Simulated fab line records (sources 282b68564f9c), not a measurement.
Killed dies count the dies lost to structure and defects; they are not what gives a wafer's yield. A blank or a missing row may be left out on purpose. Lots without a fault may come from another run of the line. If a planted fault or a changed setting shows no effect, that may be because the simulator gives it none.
fab line records -- flow rit-cmos
record: lots: 13, wafers: 39, last-day: 7
route steps=202 shown M1@184
lots that met no fault: from a run of the same line without faults
start-h: hours from the record's first day to the start of the lot's first wafer shown -- wait-h: hours elapsed since this lot's preceding step -- " same as the row above -- L1.1+2: one row covering several wafers at once -- - either no value or no given start -- * or withheld: withheld -- < > ~ a bound
route shown NAME@n: NAME is a module with steps in the file, n the number in the route of the first one -- usual: mean and standard deviation over wafers with no fault -- same: alike in all rows -- chamber/n: place in a boat -- sites: readings site by site -- _std_site: how widely they spread, as a standard deviation -- _edge_site: outer sites' mean less inner sites' -- radius-mm: how far each site lies from the wafer's centre -- mask NAME#n: copy n -- behind: the tool/chamber that last shaped the wafer -- hold: the reason the lot was held/the length of the hold in hours/how it ended -- device: which transistor (n, p or np) failed to switch -- end of line: tests run on the same wafers once the route is complete -- where a step has no rows: the recipe by itself -- killed: count of dies lost to structure and defects at first sort (not the wafer's yield) -- map: shows each die of a wafer: x if killed, . if not, _ if none is there
set.NAME: the setting the step ran with; set.NAME@STEP: the setting that earlier step ran with -- model.NAME: the simulator's own value behind a step, which no gauge read
route steps across a sampled set of lots; one table per step, one row per wafer
services: from which hour (start-h, from the record's first day; less than 0 if before it) a tool's chamber was out of use, for how many hours, and why
== steps ==
step: RIT_M1_SPUTTER_00
recipe: material: Al, target-thk-nm: 400, power-w: 2000, chamber-pressure-pa: 0.4, gas: Ar, time-s: 500, substrate-temp-c: 25
usual: throttle-valve-pct: 30.1/0.65
lot.wafer,tool,chamber,start-h,wait-h,throttle-valve-pct
L643.1,pvd-sputter-02,-,58.88,0.0,30.2
L643.2,pvd-sputter-02,-,58.88,0.0,29.9
L643.5,pvd-sputter-02,-,58.88,0.0,30.0
L644.1,pvd-sputter-04,-,64.24,0.0,30.9
L644.2,pvd-sputter-04,-,64.24,0.0,30.0
L644.5,pvd-sputter-04,-,64.24,0.0,30.8
L646.2,pvd-sputter-04,-,74.05,0.0,29.9
L646.4,pvd-sputter-04,-,74.05,0.0,30.5
L646.5,pvd-sputter-04,-,74.05,0.0,29.4
L647.2,pvd-sputter-02,-,81.14,0.0,30.3
L647.5,pvd-sputter-02,-,81.14,0.0,30.0
L647.6,pvd-sputter-02,-,81.14,0.0,30.0
L648.1,pvd-sputter-04,-,83.38,0.0,29.8
L648.3,pvd-sputter-04,-,83.38,0.0,31.1
L648.4,pvd-sputter-04,-,83.38,0.0,30.8
L649.1,pvd-sputter-02,-,88.10,0.0,29.8
L649.2,pvd-sputter-02,-,88.10,0.0,29.9
L649.5,pvd-sputter-02,-,88.10,0.0,29.9
L651.1,pvd-sputter-02,-,103.72,0.0,30.1
L651.4,pvd-sputter-02,-,103.72,0.0,29.8
L651.6,pvd-sputter-02,-,103.72,0.0,30.2
L652.1,pvd-sputter-04,-,105.46,0.0,29.8
L652.3,pvd-sputter-04,-,105.46,0.0,30.7
L652.6,pvd-sputter-04,-,105.46,0.0,30.5
L654.1,pvd-sputter-04,-,113.89,0.0,30.0
L654.4,pvd-sputter-04,-,113.89,0.0,30.7
L654.5,pvd-sputter-04,-,113.89,0.0,29.6
L655.4,pvd-sputter-02,-,120.26,0.0,30.1
L655.5,pvd-sputter-02,-,120.26,0.0,30.0
L655.6,pvd-sputter-02,-,120.26,0.0,30.1
L659.1,pvd-sputter-02,-,139.76,0.0,30.1
L659.2,pvd-sputter-02,-,139.76,0.0,30.0
L659.6,pvd-sputter-02,-,139.76,0.0,30.0
L661.2,pvd-sputter-02,-,150.57,0.0,30.2
L661.3,pvd-sputter-02,-,150.57,0.0,29.8
L661.6,pvd-sputter-02,-,150.57,0.0,30.0
L664.2,pvd-sputter-04,-,162.72,0.0,30.3
L664.5,pvd-sputter-04,-,162.72,0.0,29.9
L664.6,pvd-sputter-04,-,162.72,0.0,30.8
step: RIT_M1_RS_MEAS_01
recipe: thk-meas-gauge: four-point-probe, reads: Al_of_M1_SPUTTER_00
usual: M1_AL_RS: 0.0733/0.00061
lot.wafer,tool,chamber,start-h,wait-h,M1_AL_RS[ohm/sq]
L643.1,film-metro-02,-,59.18,0.1,0.0733
L643.2,film-metro-02,-,59.18,0.1,0.0722
L643.5,film-metro-02,-,59.18,0.1,0.0729
L644.1,film-metro-04,-,64.53,0.1,0.0724
L644.2,film-metro-04,-,64.53,0.1,0.0727
L644.5,film-metro-04,-,64.53,0.1,0.0723
L646.2,film-metro-02,-,74.36,0.2,0.0740
L646.4,film-metro-02,-,74.36,0.2,0.0742
L646.5,film-metro-02,-,74.36,0.2,0.0740
L647.2,film-metro-04,-,81.45,0.2,0.0724
L647.5,film-metro-04,-,81.45,0.2,0.0729
L647.6,film-metro-04,-,81.45,0.2,0.0731
L648.1,film-metro-04,-,83.67,0.1,0.0742
L648.3,film-metro-04,-,83.67,0.1,0.0731
L648.4,film-metro-04,-,83.67,0.1,0.0732
L649.1,film-metro-03,-,88.39,0.1,0.0733
L649.2,film-metro-03,-,88.39,0.1,0.0731
L649.5,film-metro-03,-,88.39,0.1,0.0726
L651.1,film-metro-03,-,104.01,0.1,0.0734
L651.4,film-metro-03,-,104.01,0.1,0.0724
L651.6,film-metro-03,-,104.01,0.1,0.0737
L652.1,film-metro-03,-,105.75,0.1,0.0736
L652.3,film-metro-03,-,105.75,0.1,0.0730
L652.6,film-metro-03,-,105.75,0.1,0.0741
L654.1,film-metro-04,-,114.18,0.1,0.0727
L654.4,film-metro-04,-,114.18,0.1,0.0727
L654.5,film-metro-04,-,114.18,0.1,0.0725
L655.4,film-metro-02,-,120.62,0.2,0.0731
L655.5,film-metro-02,-,120.62,0.2,0.0735
L655.6,film-metro-02,-,120.62,0.2,0.0731
L659.1,film-metro-03,-,140.06,0.1,0.0731
L659.2,film-metro-03,-,140.06,0.1,0.0734
L659.6,film-metro-03,-,140.06,0.1,0.0727
L661.2,film-metro-04,-,150.89,0.2,0.0454
L661.3,film-metro-04,-,150.89,0.2,0.0731
L661.6,film-metro-04,-,150.89,0.2,0.0734
L664.2,film-metro-03,-,163.04,0.2,0.0731
L664.5,film-metro-03,-,163.04,0.2,0.0740
L664.6,film-metro-03,-,163.04,0.2,0.0737
step: RIT_M1_THK_MEAS_02
recipe: thk-meas-gauge: xrf, reads: Al_of_M1_SPUTTER_00
usual: M1_AL_THK: 397/4
lot.wafer,tool,chamber,start-h,wait-h,M1_AL_THK[nm]
L643.1,film-metro-02,-,59.30,0.1,399
L643.2,film-metro-02,-,59.30,0.1,405
L643.5,film-metro-02,-,59.30,0.1,401
L644.1,film-metro-04,-,64.65,0.1,401
L644.2,film-metro-04,-,64.65,0.1,401
L644.5,film-metro-04,-,64.65,0.1,402
L646.2,film-metro-02,-,74.47,0.1,394
L646.4,film-metro-02,-,74.47,0.1,396
L646.5,film-metro-02,-,74.47,0.1,398
L647.2,film-metro-04,-,81.56,0.1,401
L647.5,film-metro-04,-,81.56,0.1,398
L647.6,film-metro-04,-,81.56,0.1,399
L648.1,film-metro-04,-,83.79,0.1,392
L648.3,film-metro-04,-,83.79,0.1,399
L648.4,film-metro-04,-,83.79,0.1,396
L649.1,film-metro-03,-,88.51,0.1,394
L649.2,film-metro-03,-,88.51,0.1,392
L649.5,film-metro-03,-,88.51,0.1,395
L651.1,film-metro-03,-,104.13,0.1,393
L651.4,film-metro-03,-,104.13,0.1,398
L651.6,film-metro-03,-,104.13,0.1,391
L652.1,film-metro-03,-,105.87,0.1,393
L652.3,film-metro-03,-,105.87,0.1,394
L652.6,film-metro-03,-,105.87,0.1,390
L654.1,film-metro-04,-,114.30,0.1,401
L654.4,film-metro-04,-,114.30,0.1,399
L654.5,film-metro-04,-,114.30,0.1,400
L655.4,film-metro-02,-,120.71,0.1,398
L655.5,film-metro-02,-,120.71,0.1,401
L655.6,film-metro-02,-,120.71,0.1,403
L659.1,film-metro-03,-,140.18,0.1,394
L659.2,film-metro-03,-,140.18,0.1,392
L659.6,film-metro-03,-,140.18,0.1,398
L661.2,film-metro-04,-,151.00,0.1,637
L661.3,film-metro-04,-,151.00,0.1,399
L661.6,film-metro-04,-,151.00,0.1,398
L664.2,film-metro-03,-,163.15,0.1,396
L664.5,film-metro-03,-,163.15,0.1,393
L664.6,film-metro-03,-,163.15,0.1,392
step: RIT_M1_METAL_ETCH_12
recipe: stop-on: SiO2, chemistry: Cl2/BCl3, target: Al, time-s: 165, over-etch-frac: 0.5, pressure-mtorr: 100, target-depth-a: 6000, rf-w: 250, Cl2_flow_sccm: 60, bcl3-flow-sccm: 50
usual: bcl3-flow-sccm: 49.99/0.14, chamber-pressure-mTorr: 100.00/0.092, drypump-motor-current-A: 5.86/0.29, oes-product-au: 0.786/0.013, throttle-valve-pct: 8.25/0.13
lot.wafer,tool,chamber,start-h,wait-h,bcl3-flow-sccm,chamber-pressure-mTorr,drypump-motor-current-A,oes-product-au,rf-hours-counter-h,throttle-valve-pct
L643.1,rie-metal-02,1,60.77,0.2,50.04,99.94,6.11,0.776,1,8.34
L643.2,rie-metal-02,1,60.77,0.2,50.20,99.95,6.09,0.783,-,8.35
L643.5,rie-metal-02,1,60.77,0.2,50.11,99.86,6.12,0.778,-,8.35
L644.1,rie-metal-04,1,66.07,0.2,49.99,99.99,6.19,0.792,31,8.36
L644.2,rie-metal-04,0,66.07,0.2,49.96,100.09,5.89,0.765,34,8.38
L644.5,rie-metal-04,0,66.07,0.2,49.96,100.00,5.88,0.773,-,8.37
L646.2,rie-metal-02,1,76.10,0.2,49.77,99.86,6.08,0.771,-,8.34
L646.4,rie-metal-02,1,76.10,0.2,49.70,99.99,6.09,0.772,-,8.33
L646.5,rie-metal-02,1,76.10,0.2,49.71,99.96,6.07,0.775,-,8.33
L647.2,rie-metal-04,0,83.02,0.2,49.97,99.95,5.88,0.766,35,8.39
L647.5,rie-metal-04,1,83.02,0.2,49.92,99.99,6.18,0.793,-,8.38
L647.6,rie-metal-04,0,83.02,0.2,50.10,100.09,5.86,0.759,-,8.37
L648.1,rie-metal-01,0,85.26,0.2,49.82,99.96,5.95,0.796,3,8.12
L648.3,rie-metal-01,1,85.26,0.2,50.11,99.86,5.58,0.791,-,8.19
L648.4,rie-metal-01,0,85.26,0.2,50.10,100.02,5.98,0.814,-,8.12
L649.1,rie-metal-02,1,89.86,0.2,49.89,99.96,6.07,0.771,2,8.35
L649.2,rie-metal-02,1,89.86,0.2,49.87,100.01,6.08,0.779,-,8.35
L649.5,rie-metal-02,1,89.86,0.2,49.84,99.98,6.07,0.784,-,8.36
L651.1,rie-metal-01,1,105.60,0.2,50.20,100.07,5.60,0.785,3,8.18
L651.4,rie-metal-01,1,105.60,0.2,50.23,100.07,5.60,0.789,-,8.17
L651.6,rie-metal-01,0,105.60,0.2,49.95,99.92,5.94,0.800,-,8.11
L652.1,rie-metal-02,1,107.34,0.2,49.94,100.14,6.06,0.777,2,8.35
L652.3,rie-metal-02,1,107.34,0.2,49.71,99.96,6.05,0.776,-,8.36
L652.6,rie-metal-02,1,107.34,0.2,49.64,100.08,6.08,0.774,-,8.37
L654.1,rie-metal-01,1,115.65,0.2,49.97,99.93,5.61,0.795,3,8.20
L654.4,rie-metal-01,1,115.65,0.2,50.18,100.05,5.63,0.794,-,8.20
L654.5,rie-metal-01,1,115.65,0.2,49.97,100.27,5.60,0.792,-,8.18
L655.4,rie-metal-02,1,122.08,0.1,50.17,99.83,6.09,0.773,-,8.35
L655.5,rie-metal-02,0,122.08,0.1,50.07,99.99,5.18,0.799,-,8.03
L655.6,rie-metal-02,1,122.08,0.1,50.06,99.99,6.07,0.772,-,8.33
L659.1,rie-metal-01,0,141.86,0.2,49.96,99.97,5.97,0.813,3,8.10
L659.2,rie-metal-01,1,141.86,0.2,49.93,99.80,5.55,0.791,3,8.20
L659.6,rie-metal-01,0,141.86,0.2,49.72,99.97,5.96,0.813,-,8.11
L661.2,rie-metal-01,0,152.52,0.2,49.94,99.90,5.93,1.030,4,8.08
L661.3,rie-metal-01,1,152.52,0.2,50.07,99.97,5.60,0.781,-,8.19
L661.6,rie-metal-01,0,152.52,0.2,49.98,99.90,5.92,0.808,-,8.11
L664.2,rie-metal-01,0,164.48,0.2,49.90,99.85,5.97,0.798,4,8.12
L664.5,rie-metal-01,1,164.48,0.2,49.88,100.17,5.60,0.781,-,8.21
L664.6,rie-metal-01,0,164.48,0.2,50.10,100.06,5.96,0.802,-,8.12
step: RIT_M1_PROBE_99
usual: defect-limited-yield: 97.4/1.2, killed_at_M0_to_M3: 0.0/0.12, killed-at-contacts: 0.1/0.24, killed-at-front-end: 7/3.1, killed-dies: 7/3.1, killed-on-rim: 1.7/1.4, killed-open: 3.6/2.1, killed-short: 3.2/2, sort_bin_3_pad_short: 0.1/0.2, sort_bin_5_function: 1.4/0.8, sort_bin_6_memory: 1.0/0.72, sort-n-pass: 257/3.1, sort-yield-pct: 97.4/1.2
same: gross-dies: 264, killed_at_M4_up: 0, killed-at-back-side: 0, killed-at-other: 0
lot.wafer,tool,chamber,start-h,wait-h,defect-limited-yield[%],killed_at_M0_to_M3,killed-at-contacts,killed-at-front-end,killed-dies,killed-on-rim,killed-open,killed-short,sort_bin_3_pad_short[%],sort_bin_5_function[%],sort_bin_6_memory[%],sort-n-pass,sort-yield-pct[%]
L643.1,prober-01,-,64.00,0.1,95.8,0,0,11,11,2,5,6,0,2.3,1.9,253,95.8
L643.2,prober-01,-,64.05,0.1,96.2,0,0,10,10,1,3,7,0,1.9,1.9,254,96.2
L643.5,prober-01,-,64.20,0.2,97.3,0,0,7,7,1,4,3,0,1.5,1.1,257,97.3
L644.1,prober-02,-,69.36,0.1,97.3,0,0,7,7,4,4,3,0,1.9,0.8,257,97.3
L644.2,prober-02,-,69.41,0.1,98.5,0,0,4,4,1,2,2,0,0.8,0.8,260,98.5
L644.5,prober-02,-,69.56,0.2,97.7,0,0,6,6,1,4,2,0,2.3,0,258,97.7
L646.2,prober-02,-,78.51,0.1,97.7,0,0,6,6,1,2,4,0.8,1.1,0.4,258,97.7
L646.4,prober-02,-,78.61,0.2,98.5,0,0,4,4,0,3,1,0,1.1,0.4,260,98.5
L646.5,prober-02,-,78.66,0.2,95.1,0,0,13,13,6,8,5,0,2.7,2.3,251,95.1
L647.2,prober-01,-,85.83,0.1,98.9,0,0,3,3,0,2,1,0,0.4,0.8,261,98.9
L647.5,prober-01,-,85.98,0.2,97.7,0,0,6,6,1,0,6,0.4,1.5,0.4,258,97.7
L647.6,prober-01,-,86.03,0.2,98.9,0,0,3,3,1,1,2,0,1.1,0,261,98.9
L648.1,prober-02,-,87.51,0.1,99.2,0,0,2,2,0,1,1,0,0.4,0.4,262,99.2
L648.3,prober-02,-,87.61,0.2,95.8,0,0,11,11,1,6,5,0.4,1.5,2.3,253,95.8
L648.4,prober-02,-,87.66,0.2,96.6,0,0,9,9,3,7,2,0,2.3,1.1,255,96.6
L649.1,prober-01,-,95.13,0.1,97.7,0,0,6,6,2,3,3,0,0.8,1.5,258,97.7
L649.2,prober-01,-,95.18,0.1,98.5,0,0,4,4,1,3,1,0,1.1,0.4,260,98.5
L649.5,prober-01,-,95.33,0.2,97.7,0,0,6,6,1,3,3,0,1.9,0.4,258,97.7
L651.1,prober-01,-,110.12,0.1,98.9,0,0,3,3,0,2,1,0,1.1,0,261,98.9
L651.4,prober-01,-,110.27,0.2,95.8,0,1,10,11,2,6,5,0,1.5,2.7,253,95.8
L651.6,prober-01,-,110.37,0.2,96.6,0,0,9,9,2,6,3,0,2.3,1.1,255,96.6
L652.1,prober-02,-,110.12,0.1,97.3,0,0,7,7,1,4,3,0.4,1.1,1.1,257,97.3
L652.3,prober-02,-,110.22,0.2,96.2,0,0,10,10,2,6,4,0,2.3,1.5,254,96.2
L652.6,prober-02,-,110.37,0.2,98.1,0,0,5,5,2,2,3,0,0,1.9,259,98.1
L654.1,prober-02,-,117.91,0.1,98.1,0,0,5,5,0,2,3,0,1.1,0.8,259,98.1
L654.4,prober-02,-,118.06,0.2,98.9,0,0,3,3,0,2,1,0,1.1,0,261,98.9
L654.5,prober-02,-,118.11,0.2,96.2,0,0,10,10,2,4,6,0.4,2.7,0.8,254,96.2
L655.4,prober-01,-,124.65,0.2,98.1,0,0,5,5,0,3,2,0,1.1,0.8,259,98.1
L655.5,prober-01,-,124.70,0.2,97.7,0,0,6,6,0,4,2,0.4,0.4,1.5,258,97.7
L655.6,prober-01,-,124.75,0.2,98.1,0,0,5,5,1,3,2,0,1.9,0,259,98.1
L659.1,prober-01,-,144.29,0.1,97.7,0,0,6,6,0,1,5,0.4,1.1,0.8,258,97.7
L659.2,prober-01,-,144.34,0.1,97.7,0,0,6,6,1,2,4,0,1.9,0.4,258,97.7
L659.6,prober-01,-,144.54,0.2,98.5,0,0,4,4,0,3,1,0.4,0.8,0.4,260,98.5
L661.2,prober-01,-,155.63,0.1,0,258,0,6,264,70,2,4,0.4,98.9,0.8,0,0
L661.3,prober-01,-,155.68,0.2,96.2,0,0,10,10,5,7,3,0.4,1.1,2.3,254,96.2
L661.6,prober-01,-,155.83,0.2,97.3,0,0,7,7,1,4,3,0,1.5,1.1,257,97.3
L664.2,prober-02,-,167.14,0.1,99.2,0,0,2,2,0,2,0,0,0.8,0,262,99.2
L664.5,prober-02,-,167.29,0.2,97.7,0,1,5,6,0,1,5,0,1.1,1.1,258,97.7
L664.6,prober-02,-,167.34,0.2,97.0,0,0,8,8,1,6,2,0,1.9,1.1,256,97.0
killed by level:class
L643.1 GATE:geometric-particle:open=3 GATE:geometric-particle:short=2 SPACER:geometric-particle:short=2 FOX2:geometric-particle:open=1 FOX2:geometric-particle:short=1 REOX:geometric-particle:short=1 SILICIDE:geometric-particle:open=1
L643.2 GATE:geometric-particle:short=4 FOX1:geometric-particle:short=2 GATE:geometric-particle:open=2 REOX:geometric-particle:open=1 REOX:geometric-particle:short=1
L643.5 GATE:geometric-particle:open=3 GATE:geometric-particle:short=2 FOX1:geometric-particle:open=1 SILICIDE:geometric-particle:short=1
L644.1 GATE:geometric-particle:open=2 FOX1:geometric-particle:short=1 FOX1:geometric-particle:open=1 FOX2:geometric-particle:short=1 GATE:geometric-particle:short=1 SILICIDE:geometric-particle:open=1
L644.2 FOX2:geometric-particle:open=2 REOX:geometric-particle:short=1 SILICIDE:geometric-particle:short=1
L644.5 GATE:geometric-particle:open=3 GATE:geometric-particle:short=2 FOX1:geometric-particle:open=1
L646.2 FOX1:geometric-particle:short=1 FOX2:geometric-particle:short=1 FOX2:geometric-particle:open=1 REOX:geometric-particle:short=1 SPACER:geometric-particle:open=1 SILICIDE:geometric-particle:short=1
L646.4 FOX2:geometric-particle:open=1 GATE:geometric-particle:short=1 GATE:geometric-particle:open=1 SPACER:geometric-particle:open=1
L646.5 GATE:geometric-particle:open=5 FOX2:geometric-particle:short=2 REOX:geometric-particle:open=2 FOX2:geometric-particle:open=1 GATE:geometric-particle:short=1 REOX:geometric-particle:short=1 SPACER:geometric-particle:short=1
L647.2 FOX1:geometric-particle:short=1 FOX1:geometric-particle:open=1 GATE:geometric-particle:open=1
L647.5 GATE:geometric-particle:short=3 ACTIVE:geometric-particle:short=1 REOX:geometric-particle:short=1 SILICIDE:geometric-particle:short=1
L647.6 FOX1:geometric-particle:short=2 GATE:geometric-particle:open=1
L648.1 FOX1:geometric-particle:open=1 SILICIDE:geometric-particle:short=1
L648.3 GATE:geometric-particle:short=4 GATE:geometric-particle:open=3 REOX:geometric-particle:open=2 SILICIDE:geometric-particle:open=1 SILICIDE:geometric-particle:short=1
L648.4 FOX1:geometric-particle:open=4 GATE:geometric-particle:open=2 FOX1:geometric-particle:short=1 GATE:geometric-particle:short=1 REOX:geometric-particle:open=1
L649.1 FOX1:geometric-particle:open=1 FOX1:geometric-particle:short=1 GATE:geometric-particle:short=1 GATE:geometric-particle:open=1 SPACER:geometric-particle:short=1 SILICIDE:geometric-particle:open=1
L649.2 FOX1:geometric-particle:open=2 GATE:geometric-particle:short=1 REOX:geometric-particle:open=1
L649.5 FOX1:geometric-particle:open=2 REOX:geometric-particle:short=2 FOX1:geometric-particle:short=1 SPACER:geometric-particle:open=1
L651.1 REOX:geometric-particle:short=1 REOX:geometric-particle:open=1 SPACER:geometric-particle:open=1
L652.1 GATE:geometric-particle:short=2 FOX1:geometric-particle:open=1 GATE:geometric-particle:open=1 REOX:geometric-particle:open=1 SPACER:geometric-particle:short=1 SILICIDE:geometric-particle:open=1
L652.3 FOX2:geometric-particle:short=2 GATE:geometric-particle:open=2 SILICIDE:geometric-particle:open=2 FOX1:geometric-particle:open=1 FOX2:geometric-particle:open=1 GATE:geometric-particle:short=1 SILICIDE:geometric-particle:short=1
L651.4 REOX:geometric-particle:open=3 GATE:geometric-particle:open=2 REOX:geometric-particle:short=2 FOX1:geometric-particle:short=1 FOX2:geometric-particle:open=1 SILICIDE:geometric-particle:short=1 CONTACT:geometric-particle:short=1
L651.6 REOX:geometric-particle:open=2 SPACER:geometric-particle:open=2 FOX1:geometric-particle:short=1 GATE:geometric-particle:open=1 REOX:geometric-particle:short=1 SILICIDE:geometric-particle:open=1 SILICIDE:geometric-particle:short=1
L652.6 GATE:geometric-particle:short=3 SPACER:geometric-particle:open=1 SILICIDE:geometric-particle:open=1
L654.1 FOX1:geometric-particle:short=2 FOX1:geometric-particle:open=1 GATE:geometric-particle:open=1 GATE:geometric-particle:short=1
L654.4 GATE:geometric-particle:open=2 SPACER:geometric-particle:short=1
L654.5 FOX1:geometric-particle:short=3 GATE:geometric-particle:open=3 GATE:geometric-particle:short=2 FOX1:geometric-particle:open=1 FOX2:geometric-particle:short=1
L655.4 FOX2:geometric-particle:short=1 FOX2:geometric-particle:open=1 GATE:geometric-particle:open=1 SPACER:geometric-particle:short=1 SILICIDE:geometric-particle:open=1
L655.5 GATE:geometric-particle:open=3 FOX1:geometric-particle:open=1 FOX1:geometric-particle:short=1 GATE:geometric-particle:short=1
L655.6 GATE:geometric-particle:open=2 FOX1:geometric-particle:open=1 GATE:geometric-particle:short=1 SPACER:geometric-particle:short=1
L659.1 GATE:geometric-particle:short=2 FOX2:geometric-particle:short=1 GATE:geometric-particle:open=1 REOX:geometric-particle:short=1 SILICIDE:geometric-particle:short=1
L659.2 FOX2:geometric-particle:open=2 GATE:geometric-particle:short=2 FOX1:geometric-particle:short=1 SPACER:geometric-particle:short=1
L659.6 FOX2:geometric-particle:open=1 REOX:geometric-particle:short=1 REOX:geometric-particle:open=1 SPACER:geometric-particle:open=1
L661.2 M1:area-etch=258 SILICIDE:geometric-particle:short=2 GATE:geometric-particle:short=1 GATE:geometric-particle:open=1 REOX:geometric-particle:open=1 SPACER:geometric-particle:short=1
L661.3 GATE:geometric-particle:open=2 SILICIDE:geometric-particle:short=2 SILICIDE:geometric-particle:open=2 FOX2:geometric-particle:open=1 REOX:geometric-particle:short=1 REOX:geometric-particle:open=1 SPACER:geometric-particle:open=1
L661.6 GATE:geometric-particle:open=2 SPACER:geometric-particle:open=2 SILICIDE:geometric-particle:short=2 GATE:geometric-particle:short=1
L664.2 GATE:geometric-particle:open=2
L664.5 GATE:geometric-particle:short=3 FOX1:geometric-particle:short=1 SPACER:geometric-particle:short=1 CONTACT:geometric-particle:open=1
L664.6 GATE:geometric-particle:open=5 GATE:geometric-particle:short=2 FOX1:geometric-particle:open=1
== services ==
tool,chamber,start-h,hours,kind
pvd-sputter-04,-,35.81,5.5,repair
rie-metal-04,-,37.28,2.2,repair
pvd-sputter-04,-,46.02,2.9,repair
pvd-sputter-02,-,60.27,3.0,repair
rie-metal-01,1,108.50,3.6,repair
rie-metal-04,1,111.21,1.0,repair
rie-metal-04,-,116.70,0.2,repair
rie-metal-04,-,136.12,20.0,pm
rie-metal-04,0,136.12,20.0,vent-cycle
rie-metal-04,1,136.12,20.0,vent-cycle
rie-metal-04,0,156.12,-,clean
rie-metal-04,1,156.12,-,clean
== key ==
first-sign: step: RIT_M1_RS_MEAS_01, reading: M1_AL_RS, direction: down, sigmas: 46, usual: 0.0733, struck: 0.0454
effect: step: RIT_M1_THK_MEAS_02, reading: M1_AL_THK, direction: up, sigmas: 61, usual: 397, struck: 637
effect: step: RIT_M1_METAL_ETCH_12, reading: oes-product-au, direction: up, sigmas: 18, usual: 0.786, struck: 1.030
effect: step: RIT_M1_PROBE_99, reading: killed_at_M0_to_M3, direction: up, sigmas: 99+, usual: 0.0, struck: 258
more-kills-born-at: RIT_M1_METAL_ETCH_12@rie-metal-01: 258
met-at RIT_M1_SPUTTER_00
struck-lots L661
struck-wafers L661.2
later-rows-left-out L661.2
onset-between 139.76 150.57
fault: kind: process-parameter-drift, tool: pvd-sputter-02, chamber: -, onset-h: 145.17, steps: RIT_M1_SPUTTER_00, channel: target-thk-nm, offset: 244.99, shape: step, end-h: 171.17, stated: 400, scope: struck-wafers-only
later-rows-left-out: the simulator's readings of these wafers behind a module that went badly wrong aren't trusted and aren't shown, but for the sort
